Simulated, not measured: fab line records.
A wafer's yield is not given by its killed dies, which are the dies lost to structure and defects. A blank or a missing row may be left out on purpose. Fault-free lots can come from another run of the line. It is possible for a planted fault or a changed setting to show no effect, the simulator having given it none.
A single fault, viewed from 2 desks -- flow berkeley-cmos170 -- only its own numbers are on each desk; what lay behind them is given at the end

## TOOL OWNER'S DESK, rtp-anneal-01
At UCB170_SDANNEAL_RTA_01 (time 5 s), the tool's own readings, given per lot that ran on this tool as the mean of the sampled wafers with a number. Marked OUT: a lot whose mean sits more than 4 standard deviations from the usual mean, which makes it out of limits; the brackets give that distance.
Columns: A = lamp-power-pct at UCB170_SDANNEAL_RTA_01, usual 32.6 %; B = wafer_temp_C_max at UCB170_SDANNEAL_RTA_01, usual 1055.8
lot,first seen here,A,B
L421,day 6 17:29,35.1,1056.3
L422,day 6 21:14,35.1,1056.1
L423,day 7 05:09,35.2,1056.0
L428,day 8 14:57,35.2,1056.7
L430,day 9 05:35,35.2,1056.9
L432,day 9 13:23,35.1,1056.6
This desk's finding: nothing out of limits on any of the 6 lots.

## THE METROLOGY DESK
Lot by lot, what the gauges showed, no matter which tool ran the lot: averages of those sampled wafers that carry a number. Marked OUT: a lot whose mean sits more than 4 standard deviations from the usual mean, which makes it out of limits; the brackets give that distance.
Columns: A = PSD_OVL at UCB170_PSD_OVL_MEAS_07, usual -5 nm; B = cd-nm at UCB170_NSD_CD_MEAS_06, usual 1200.3 nm; C = NSD_OVL at UCB170_NSD_OVL_MEAS_07, usual -2 nm; D = PSD_RS at UCB170_SDANNEAL_RS_MEAS_02, usual 75.6 ohm/sq
lot,first seen here,A,B,C,D
L420,day 6 12:35,-11,1199.8,-8,75.7
L421,day 6 13:11,-2,1201.4,0,75.4
L422,day 6 18:19,-1,1198.8,-1,75.4
L423,day 7 01:22,-4,1201.3,-8,76.1
L426,day 7 20:38,-4,1201.4,-1,74.9
L428,day 8 11:10,-5,1201.2,-12,74.1 (-4.6) OUT
L430,day 8 21:56,-4,1199.6,-2,74.2 (-4.3) OUT
L429,day 8 22:10,-1,1199.8,-1,75.8
L432,day 9 09:11,-6,1200.0,0,73.9 (-5.3) OUT
L433,day 9 09:26,-11,1201.1,0,75.2
L434,day 9 13:38,0,1200.0,0,75.1
L437,day 9 23:56,-5,1199.5,1,76.0
L439,day 10 21:11,-6,1199.4,2,75.7
L441,day 11 01:26,-3,1199.5,-4,75.5
L443,day 11 09:21,-7,1201.4,-7,75.8
Per this desk, out of limits: L428, L430, L432; the first was L428, day 8 15:01 (PSD_RS at UCB170_SDANNEAL_RS_MEAS_02). In limits: L420, L421, L422, L423, L426, L429, L433, L434, L437, L439, L441, L443.

## PUT TOGETHER
The metrology desk could have raised an alarm at day 8 15:01, on L428, L430, L432.
Nothing out of limits was seen by the tool owner's desk.
On record at the tool owner's desk: L428, L430, L432, within its limits.
Of the lots named, all ran UCB170_SDANNEAL_RTA_01 on rtp-anneal-01.

## WHAT WAS PUT IN BY THE SIMULATOR
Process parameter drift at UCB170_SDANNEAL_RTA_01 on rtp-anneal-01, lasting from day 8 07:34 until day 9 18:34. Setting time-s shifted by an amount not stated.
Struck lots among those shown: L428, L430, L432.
Hours from the fault's start to each desk's first reading out of limits: the metrology desk, 7.
